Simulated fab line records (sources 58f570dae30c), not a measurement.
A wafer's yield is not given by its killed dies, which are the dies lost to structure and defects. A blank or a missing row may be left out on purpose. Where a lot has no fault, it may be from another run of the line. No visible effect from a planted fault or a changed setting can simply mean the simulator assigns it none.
fab line records    flow berkeley-cmos170
record: lots: 5  wafers: 15  last-day: 10
route steps=331 shown PFIELD@85 FIELD@89
lots that met no fault: from a run of the same line without faults
start-h: hours from the record's opening day to when the first of the lot's shown wafers began    wait-h: time in hours since the lot's previous step    " the same as in the row above    L1.1+2: several wafers, shown together as one row    - value missing, or start not given    * or withheld: withheld    < > ~ a bound
route shown NAME@n: names a module that has steps shown in the file, with the first one's number in the route    usual: mean/standard deviation taken from wafers without a fault    same: alike in all rows    chamber/n: place in a boat    sites: readings site by site    _std_site: how widely they spread, as a standard deviation    _edge_site: outer sites' mean less inner sites'    radius-mm: for every site, how far away it sits from the centre of the wafer    mask NAME#n: copy n    behind: the tool/chamber that last shaped the wafer    hold: the reason the lot was held/the length of the hold in hours/how it ended    device: the transistor (n, p or np) that didn't switch    end of line: tests of these same wafers at the route's end    where a step has no rows: the recipe by itself    killed: at the first sort, the dies lost to defects and structure; wafer yield is something else    map: dies across one wafer; x = killed, . = not, _ = none there
set.NAME: the setting that was run; set.NAME@STEP: the one run at that earlier step    model.NAME: the simulator's own value behind a step, which no gauge read
lots seen at some steps along the route; tables by step, rows by wafer
services: the hour from which a tool's chamber was out of use, counted from the record's first day as start-h (under 0 if before that day), plus the number of hours and why
== steps ==
step: UCB170_PFIELD_OVL_MEAS_06
usual: PFIELD_OVL: 5/6.1
lot.wafer  tool        chamber  start-h  wait-h  PFIELD_OVL[nm]
L079.4     overlay-01  -        109.47   -       -6
L079.5     "           -        "        "       5
L079.6     "           -        "        "       -7
L083.1     overlay-01  -        125.59   -       1
L083.4     "           -        "        "       9
L083.6     "           -        "        "       5
L085.1     overlay-02  -        141.12   -       -8
L085.5     "           -        "        "       5
L085.6     "           -        "        "       -2
L089.1     overlay-02  -        156.52   -       14
L089.3     "           -        "        "       10
L089.6     "           -        "        "       9
L090.3     overlay-02  -        156.81   -       4
L090.5     "           -        "        "       6
L090.6     "           -        "        "       9
step: UCB170_PFIELD_IMPLANT_07
recipe: species: B  dose-cm2: 2e+13  energy-kev: 80  tilt-deg: 7
lot.wafer   tool          chamber  start-h  wait-h
L079.4+5+6  implanter-01  0        109.56   0.1
L083.1+4+6  implanter-01  0        125.62   0.0
L085.1+5+6  implanter-01  0        141.15   0.0
L089.1+3+6  implanter-04  0        156.56   0.0
L090.3+5+6  implanter-02  0        156.88   0.1
step: UCB170_PFIELD_STRIP_08
recipe: chemistry: O2  power-w: 400  pressure-mtorr: 3500  platen-temp-c: withheld  o2-flow-sccm: 400  overash-fraction: 0.5
usual: drypump-motor-current-A: 5.9/0.42  oes-product-au: 0.734/0.0043  strip-time-to-endpoint-s: 21.63/0.055
lot.wafer  tool             chamber  start-h  wait-h  drypump-motor-current-A  oes-product-au  rf-hours-counter-h  strip-time-to-endpoint-s
L079.4     plasma-asher-04  0        109.67   0.1     6.2                      0.731           -                   21.63
L079.5     "                0        "        "       6.2                      0.740           -                   21.70
L079.6     "                1        "        "       5.3                      0.729           -                   21.68
L083.1     plasma-asher-04  1        125.77   0.1     5.2                      0.736           43                  21.50
L083.4     "                0        "        "       6.2                      0.737           -                   21.50
L083.6     "                0        "        "       6.2                      0.732           -                   21.54
L085.1     plasma-asher-01  1        141.30   0.1     5.5                      0.728           44                  21.59
L085.5     "                1        "        "       5.5                      0.736           -                   21.60
L085.6     "                0        "        "       6.0                      0.740           -                   21.56
L089.1     plasma-asher-01  0        156.71   0.1     6.0                      0.731           46                  21.64
L089.3     "                0        "        "       6.0                      0.737           -                   21.66
L089.6     "                1        "        "       5.5                      0.731           -                   21.63
L090.3     plasma-asher-04  1        157.02   0.1     5.2                      0.725           -                   21.62
L090.5     "                0        "        "       6.2                      0.730           -                   21.63
L090.6     "                1        "        "       5.3                      0.734           -                   21.67
step: UCB170_PFIELD_TW_MEAS_09
usual: PFIELD_TW: 604/6.6
lot.wafer  tool           chamber  start-h  wait-h  PFIELD_TW
L079.4     film-metro-04  -        109.77   0.1     607
L079.5     "              -        "        "       609
L079.6     "              -        "        "       606
L083.1     film-metro-01  -        125.87   0.1     606
L083.4     "              -        "        "       606
L083.6     "              -        "        "       605
L085.1     film-metro-03  -        141.40   0.1     593
L085.5     "              -        "        "       593
L085.6     "              -        "        "       590
L089.1     film-metro-03  -        156.81   0.1     599
L089.3     "              -        "        "       596
L089.6     "              -        "        "       593
L090.3     film-metro-04  -        157.10   0.1     605
L090.5     "              -        "        "       605
L090.6     "              -        "        "       604
step: UCB170_FIELD_CLEAN_00
recipe: chemistry: dHF  dilution: 25:1  time-s: 7.5
lot.wafer   tool          chamber  start-h  wait-h
L079.4+5+6  wet-bench-03  3        109.80   0.0
L083.1+4+6  wet-bench-03  3        126.60   0.7
L085.1+5+6  wet-bench-04  3        141.46   0.1
L089.1+3+6  wet-bench-02  0        156.87   0.1
L090.3+5+6  wet-bench-03  2        157.14   0.0
step: UCB170_FIELD_OXIDATION_01
recipe: temp-c: 1000  ambient: H2O  p-h2o-torr: 584.62  target-thk-a: 5583  ox-time-s: 7200
usual: ox-temp-c-max: 1006.3/1.2  spike-tc-load-C: 1028.4/1.8
lot.wafer  tool        chamber  start-h  wait-h  ox-temp-c-max  spike-tc-load-C
L079.4     furnace-04  0        112.47   2.7     1006.2         1029.8
L079.5     "           0        "        "       1005.8         1028.8
L079.6     "           0        "        "       1006.7         1029.0
L083.1     furnace-04  0        128.66   2.0     1008.6         1030.6
L083.4     "           0        "        "       1006.0         1029.1
L083.6     "           0        "        "       1006.6         1029.6
L085.1     furnace-04  0        149.56   8.1     1006.7         1029.4
L085.5     "           0        "        "       1004.4         1029.8
L085.6     "           0        "        "       1005.2         1029.0
L089.1     furnace-04  0        163.00   6.1     1005.3         1029.9
L089.3     "           0        "        "       1006.2         1028.8
L089.6     "           0        "        "       1005.8         1030.0
L090.3     furnace-04  0        163.00   5.8     1005.6         1030.8
L090.5     "           0        "        "       1005.7         1029.7
L090.6     "           0        "        "       1006.6         1029.0
step: UCB170_FIELD_THK_MEAS_02
recipe: reads: SiO2_of_FIELD_OXIDATION_01
usual: FIELD_OXIDE_THK: 559/11
lot.wafer  tool           chamber  start-h  wait-h  FIELD_OXIDE_THK[nm]
L079.4     film-metro-02  -        115.50   0.0     561
L079.5     "              -        "        "       555
L079.6     "              -        "        "       555
L083.1     film-metro-03  -        131.66   0.0     547
L083.4     "              -        "        "       546
L083.6     "              -        "        "       547
L085.1     film-metro-03  -        152.56   0.0     568
L085.5     "              -        "        "       556
L085.6     "              -        "        "       570
L089.1     film-metro-01  -        166.00   0.0     585
L089.3     "              -        "        "       585
L089.6     "              -        "        "       578
L090.3     film-metro-03  -        166.02   0.0     552
L090.5     "              -        "        "       569
L090.6     "              -        "        "       559
step: UCB170_FIELD_ANNEAL_03
recipe: temp-c: 1000  time-s: 1200  ambient: N2
usual: spike-tc-load-C: 1027.1/1.7
lot.wafer  tool        chamber  start-h  wait-h  spike-tc-load-C
L079.4     furnace-04  0        117.97   2.5     1028.7
L079.5     "           0        "        "       1029.3
L079.6     "           0        "        "       1029.5
L083.1     furnace-02  0        135.26   3.6     1026.7
L083.4     "           0        "        "       1025.5
L083.6     "           0        "        "       1025.1
L085.1     furnace-04  0        161.67   9.1     1028.2
L085.5     "           0        "        "       1028.8
L085.6     "           0        "        "       1028.4
L089.1     furnace-01  0        169.32   3.3     1026.8
L089.3     "           0        "        "       1026.4
L089.6     "           0        "        "       1024.8
L090.3     furnace-01  0        169.32   3.3     1026.3
L090.5     "           0        "        "       1024.9
L090.6     "           0        "        "       1025.2
== services ==
tool             chamber  start-h  hours  kind
furnace-02       -        95.90    2.5    pm
implanter-01     -        128.81   3.7    pm
furnace-01       -        134.21   3.0    pm
furnace-04       -        152.56   5.1    pm
plasma-asher-01  -        161.52   28.1   pm
implanter-01     -        165.12   2.4    repair
== key ==
fault none
